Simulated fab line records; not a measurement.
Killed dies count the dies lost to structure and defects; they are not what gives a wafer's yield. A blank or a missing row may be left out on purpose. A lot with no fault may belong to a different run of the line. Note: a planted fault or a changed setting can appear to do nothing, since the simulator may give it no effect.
fab line records	flow berkeley-cmos170
record lots=12	wafers=36	last-day=12
route steps=331 shown CONTACT@231 V1@268
lots that met no fault: taken from a fault-free run of the same line
start-h: the number of hours between the record's first day and the start of the first shown wafer of the lot	wait-h: how many hours have passed since the lot's step before this one	" as in the row above	L1.1+2: a single row standing in for several wafers	- either no value or no given start	* or withheld: withheld	< > ~ a bound
route shown NAME@n: NAME is a module with steps in the file, n the number in the route of the first one	usual: the fault-free wafers' mean and standard deviation	same: alike in all rows	chamber/n: place in a boat	sites: readings site by site	_std_site: how widely they spread, as a standard deviation	_edge_site: mean of outer sites minus mean of inner sites	radius-mm: how far each site lies from the wafer's centre	mask NAME#n: copy n	behind: tool/chamber where the wafer was last shaped	hold: the reason the lot was held/the length of the hold in hours/how it ended	device: the transistor (n, p or np) that didn't switch	end of line: tests of these same wafers at the route's end	step lacking rows: just its recipe	killed: count of dies lost to structure and defects at first sort (not the wafer's yield)	map: the dies of a wafer, with x for killed, . for not killed, _ for no die there
set.NAME: the setting the step ran with; set.NAME@STEP: the setting that earlier step ran with	model.NAME: the simulator's own value behind a step, which no gauge read
one table for each step of the route and one row for each wafer, over a sample of lots
services: a tool's chamber out of use, with start hour (start-h, from the record's first day; less than 0 if before it), hours out, and reason
## steps
# step UCB170_CONTACT_CD_MEAS_15
# recipe target-cd-nm=700
# usual cd-nm=700.0/1.5
lot.wafer	tool	chamber	start-h	wait-h	cd-nm
L279.1	cd-sem-02	-	139.24	-	701.3
L279.4	"	-	"	"	698.8
L279.6	"	-	"	"	699.9
L280.1	cd-sem-01	-	155.71	-	701.5
L280.2	"	-	"	"	701.9
L280.4	"	-	"	"	700.6
L281.1	cd-sem-02	-	166.84	-	700.7
L281.3	"	-	"	"	701.9
L281.5	"	-	"	"	699.8
L290.1	cd-sem-02	-	215.80	-	698.3
L290.2	"	-	"	"	698.3
L290.4	"	-	"	"	699.8
L295.3	cd-sem-02	-	238.74	-	700.7
L295.4	"	-	"	"	700.6
L295.5	"	-	"	"	699.5
L297.1	cd-sem-01	-	238.76	-	697.9
L297.3	"	-	"	"	698.3
L297.5	"	-	"	"	697.9
L296.3	cd-sem-01	-	239.02	-	699.5
L296.4	"	-	"	"	699.0
L296.6	"	-	"	"	698.8
L294.1	cd-sem-01	-	239.10	-	698.5
L294.3	"	-	"	"	697.5
L294.6	"	-	"	"	700.8
L298.1	cd-sem-01	-	247.44	-	698.1
L298.3	"	-	"	"	698.1
L298.5	"	-	"	"	699.3
L300.1	cd-sem-01	-	254.28	-	701.1
L300.3	"	-	"	"	700.7
L300.4	"	-	"	"	700.8
L299.1	cd-sem-02	-	254.52	-	702.1
L299.3	"	-	"	"	701.7
L299.6	"	-	"	"	701.8
L302.1	cd-sem-02	-	261.54	-	701.4
L302.4	"	-	"	"	700.5
L302.5	"	-	"	"	699.7
# step UCB170_CONTACT_STRIP_19
# recipe chemistry=O2	power-w=400	pressure-mtorr=3500	platen-temp-c=withheld	o2-flow-sccm=400	overash-fraction=0.5
# usual drypump-motor-current-A=5.5/0.47	oes-product-au=0.726/0.0044
lot.wafer	tool	chamber	start-h	wait-h	drypump-motor-current-A	oes-product-au	rf-hours-counter-h
L279.1	plasma-asher-02	0	139.56	-	4.9	0.720	40
L279.4	"	1	"	"	5.2	0.719	-
L279.6	"	0	"	"	4.9	0.720	-
L280.1	plasma-asher-04	1	156.03	-	5.8	0.728	4
L280.2	"	0	"	"	6.2	0.725	4
L280.4	"	1	"	"	5.8	0.730	-
L281.1	plasma-asher-04	1	167.16	-	5.8	0.732	5
L281.3	"	1	"	"	5.8	0.721	-
L281.5	"	0	"	"	6.2	0.738	-
L290.1	plasma-asher-02	1	216.12	-	5.2	0.717	48
L290.2	"	0	"	"	4.9	0.729	48
L290.4	"	0	"	"	4.9	0.729	-
L295.3	plasma-asher-01	0	239.06	-	5.3	0.721	-
L295.4	"	1	"	"	5.8	0.723	-
L295.5	"	1	"	"	5.8	0.728	-
L297.1	plasma-asher-04	0	239.09	-	6.2	0.726	16
L297.3	"	1	"	"	5.8	0.723	-
L297.5	"	0	"	"	6.2	0.729	-
L296.3	plasma-asher-01	0	239.33	-	5.4	0.722	-
L296.4	"	1	"	"	5.8	0.721	-
L296.6	"	1	"	"	5.9	0.724	-
L294.1	plasma-asher-04	1	239.42	-	5.8	0.723	16
L294.3	"	1	"	"	5.8	0.719	-
L294.6	"	1	"	"	5.8	0.727	-
L298.1	plasma-asher-04	0	247.77	-	6.2	0.725	17
L298.3	"	1	"	"	5.8	0.726	-
L298.5	"	0	"	"	6.2	0.728	-
L300.1	plasma-asher-04	0	254.61	-	6.2	0.721	18
L300.3	"	1	"	"	5.8	0.723	-
L300.4	"	0	"	"	6.2	0.727	-
L299.1	plasma-asher-02	1	254.84	-	5.2	0.729	54
L299.3	"	1	"	"	5.1	0.722	-
L299.6	"	1	"	"	5.1	0.726	-
L302.1	plasma-asher-04	0	261.87	-	6.2	0.731	19
L302.4	"	1	"	"	5.8	0.725	-
L302.5	"	1	"	"	5.8	0.723	-
# step UCB170_CONTACT_CD_MEAS_90
# recipe target-cd-nm=700
# usual cd-nm=699.6/1.7
lot.wafer	tool	chamber	start-h	wait-h	cd-nm
L279.1	cd-sem-01	-	139.66	0.1	700.9
L279.4	"	-	"	"	700.1
L279.6	"	-	"	"	699.7
L280.1	cd-sem-02	-	156.13	0.1	701.6
L280.2	"	-	"	"	700.1
L280.4	"	-	"	"	700.8
L281.1	cd-sem-01	-	167.26	0.1	700.4
L281.3	"	-	"	"	700.5
L281.5	"	-	"	"	698.5
L290.1	cd-sem-02	-	216.22	0.1	698.5
L290.2	"	-	"	"	697.4
L290.4	"	-	"	"	698.3
L295.3	cd-sem-02	-	239.18	0.1	698.9
L295.4	"	-	"	"	700.5
L295.5	"	-	"	"	699.3
L297.1	cd-sem-01	-	239.22	0.1	698.1
L297.3	"	-	"	"	697.9
L297.5	"	-	"	"	698.4
L296.3	cd-sem-01	-	239.50	0.1	699.4
L296.4	"	-	"	"	699.6
L296.6	"	-	"	"	698.7
L294.1	cd-sem-02	-	239.52	0.1	697.5
L294.3	"	-	"	"	697.1
L294.6	"	-	"	"	700.3
L298.1	cd-sem-01	-	247.87	0.1	696.9
L298.3	"	-	"	"	698.1
L298.5	"	-	"	"	699.0
L300.1	cd-sem-02	-	254.71	0.1	701.1
L300.3	"	-	"	"	700.0
L300.4	"	-	"	"	701.0
L299.1	cd-sem-01	-	254.94	0.1	702.2
L299.3	"	-	"	"	703.4
L299.6	"	-	"	"	700.7
L302.1	cd-sem-02	-	261.97	0.1	701.1
L302.4	"	-	"	"	699.0
L302.5	"	-	"	"	700.0
# step UCB170_V1_ETCH_14
# recipe chemistry=CHF3/CF4/Ar	target=SiO2	stop-on=Al	CHF3_flow_sccm=45	cf4-flow-sccm=15	Ar_flow_sccm=150	pressure-mtorr=200	rf-w=700	target-depth-a=12500	over-etch-frac=0.25	time-s=291
# usual drypump-motor-current-A=5.6/0.52	oes-product-au=0.881/0.014	throttle-valve-pct=6.92/0.074
lot.wafer	tool	chamber	start-h	wait-h	drypump-motor-current-A	oes-product-au	rf-hours-counter-h	throttle-valve-pct
L279.1	rie-diel-04	2	151.41	0.0	5.4	0.901	160	6.78
L279.4	"	0	"	"	5.7	0.890	-	7.01
L279.6	"	2	"	"	5.4	0.901	-	6.78
L280.1	rie-diel-04	0	170.20	0.0	5.7	0.897	16	7.01
L280.2	"	1	"	"	5.0	0.878	1	6.85
L280.4	"	3	"	"	6.0	0.858	-	6.89
L281.1	rie-diel-04	3	175.50	0.0	6.0	0.858	87	6.89
L281.3	"	0	"	"	5.7	0.888	17	7.02
L281.5	"	0	"	"	5.7	0.898	-	7.02
L290.1	rie-diel-03	2	223.70	0.0	6.5	0.837	60	6.92
L290.2	"	3	"	"	6.2	0.905	32	6.94
L290.4	"	1	"	"	5.9	0.885	11	6.97
L295.3	rie-diel-04	1	247.81	0.0	5.0	0.879	5	6.84
L295.4	"	0	"	"	5.7	0.894	-	7.01
L295.5	"	1	"	"	5.0	0.872	-	6.84
L296.3	rie-diel-02	3	248.96	0.0	5.6	0.877	2	6.92
L296.4	"	0	"	"	5.3	0.864	111	6.92
L296.6	"	0	"	"	5.3	0.857	-	6.92
L297.1	rie-diel-04	3	249.24	0.0	6.0	0.865	91	6.89
L297.3	"	0	"	"	5.7	0.894	21	7.00
L297.5	"	0	"	"	5.7	0.894	-	7.00
L294.1	rie-diel-02	1	249.97	0.0	5.0	0.908	9	7.03
L294.3	"	3	"	"	5.6	0.879	2	6.92
L294.6	"	1	"	"	5.0	0.900	-	7.02
L298.1	rie-diel-04	0	256.65	0.0	5.7	0.889	22	7.02
L298.3	"	3	"	"	6.0	0.862	92	6.89
L298.5	"	2	"	"	5.4	0.873	-	6.78
L300.1	rie-diel-02	0	264.57	0.0	5.4	0.865	112	6.93
L300.3	"	1	"	"	5.0	0.907	10	7.02
L300.4	"	2	"	"	4.7	0.884	27	6.95
L299.1	rie-diel-04	1	264.88	0.0	5.0	0.894	6	6.85
L299.3	"	0	"	"	5.7	0.895	22	7.00
L299.6	"	1	"	"	4.9	0.884	-	6.85
L302.1	rie-diel-04	3	272.42	0.0	6.0	0.872	93	6.88
L302.4	"	1	"	"	5.0	0.878	7	6.85
L302.5	"	0	"	"	5.7	0.890	-	7.00
# step UCB170_V1_STRIP_15
# recipe chemistry=O2	power-w=400	pressure-mtorr=3500	platen-temp-c=withheld	o2-flow-sccm=400	overash-fraction=0.5
# usual drypump-motor-current-A=5.5/0.43	oes-product-au=0.721/0.0049	strip-time-to-endpoint-s=15.33/0.2
lot.wafer	tool	chamber	start-h	wait-h	drypump-motor-current-A	oes-product-au	rf-hours-counter-h	strip-time-to-endpoint-s
L279.1	plasma-asher-02	0	151.59	0.1	4.9	0.725	40	15.14
L279.4	"	0	"	"	4.9	0.723	-	15.29
L279.6	"	1	"	"	5.2	0.720	-	15.06
L280.1	plasma-asher-02	1	170.38	0.1	5.2	0.723	42	15.36
L280.2	"	0	"	"	4.9	0.712	42	15.21
L280.4	"	1	"	"	5.2	0.716	-	15.48
L281.1	plasma-asher-02	1	175.68	0.1	5.1	0.720	43	15.48
L281.3	"	0	"	"	4.9	0.729	-	15.48
L281.5	"	0	"	"	4.9	0.722	-	15.50
L290.1	plasma-asher-02	1	223.88	0.1	5.1	0.726	49	16.92
L290.2	"	0	"	"	4.9	0.719	49	15.04
L290.4	"	1	"	"	5.1	0.722	-	15.17
L295.3	plasma-asher-01	1	248.02	0.1	5.8	0.722	-	15.34
L295.4	"	0	"	"	5.4	0.722	-	15.46
L295.5	"	0	"	"	5.4	0.720	-	15.24
L296.3	plasma-asher-01	1	249.18	0.1	5.8	0.705	-	15.45
L296.4	"	0	"	"	5.3	0.720	-	15.58
L296.6	"	1	"	"	5.8	0.723	-	15.54
L297.1	plasma-asher-03	1	249.42	0.1	5.5	0.728	45	15.60
L297.3	"	1	"	"	5.5	0.724	-	15.46
L297.5	"	0	"	"	6.2	0.719	-	15.45
L294.1	plasma-asher-01	1	250.15	0.1	5.8	0.717	53	15.16
L294.3	"	1	"	"	5.8	0.718	-	15.39
L294.6	"	0	"	"	5.4	0.719	-	15.19
L298.1	plasma-asher-03	0	256.83	0.1	6.1	0.714	47	15.41
L298.3	"	0	"	"	6.2	0.720	-	15.51
L298.5	"	1	"	"	5.5	0.722	-	15.06
L300.1	plasma-asher-03	1	264.75	0.1	5.5	0.721	48	15.51
L300.3	"	0	"	"	6.2	0.731	-	15.14
L300.4	"	1	"	"	5.5	0.720	-	15.57
L299.1	plasma-asher-01	0	265.05	0.1	5.4	0.710	55	15.04
L299.3	"	1	"	"	5.8	0.720	-	15.31
L299.6	"	0	"	"	5.3	0.717	-	15.13
L302.1	plasma-asher-01	0	272.60	0.1	5.4	0.722	56	15.65
L302.4	"	0	"	"	5.4	0.725	-	15.20
L302.5	"	1	"	"	5.8	0.709	-	15.43
## services
tool	chamber	start-h	hours	kind
plasma-asher-04	0	117.84	-	clean
plasma-asher-04	1	117.84	-	clean
rie-diel-04	3	120.45	9.8	repair
plasma-asher-03	-	125.59	0.5	repair
rie-diel-04	1	130.21	-	clean
rie-diel-04	1	130.21	21.7	scheduled-down
rie-diel-04	1	130.21	21.7	vent-cycle
plasma-asher-02	-	143.36	2.8	pm
rie-diel-04	2	151.92	-	clean
rie-diel-04	2	151.92	18.8	scheduled-down
rie-diel-04	2	151.92	18.8	vent-cycle
rie-diel-02	2	170.21	5.9	repair
plasma-asher-02	-	174.93	0.5	repair
rie-diel-02	-	184.64	0.7	repair
rie-diel-02	3	186.79	-	clean
rie-diel-02	3	186.79	17.7	scheduled-down
rie-diel-02	3	186.79	17.7	vent-cycle
rie-diel-02	-	209.49	2.8	pm
plasma-asher-01	-	240.03	2.6	repair
rie-diel-04	2	240.14	12.7	repair
rie-diel-03	0	253.56	4.2	repair
## key
first-sign step=UCB170_V1_ETCH_14	reading=oes-product-au	direction=down	sigmas=3.1	usual=0.881	struck=0.837
effect step=UCB170_V1_STRIP_15	reading=strip-time-to-endpoint-s	direction=up	sigmas=8	usual=*	struck=*
met-at UCB170_V1_ETCH_14
struck-lots L290
struck-wafers L290.1
later-rows-left-out L290.1
sort-left-out L290.1
not-acting-at UCB170_CONTACT_CD_MEAS_15,UCB170_CONTACT_STRIP_19,UCB170_CONTACT_CD_MEAS_90
fault kind=process-parameter-drift	tool=rie-diel-03	chamber=2	onset-h=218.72	steps=UCB170_V1_ETCH_14	channel=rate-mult	offset=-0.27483	shape=step	end-h=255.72
# sort-left-out: the simulated sort isn't trusted on such a fault, so these wafers' sort isn't shown, and their yield isn't known
# later-rows-left-out: the simulator's readings of these wafers behind a module that went badly wrong aren't trusted and aren't shown, but for the sort
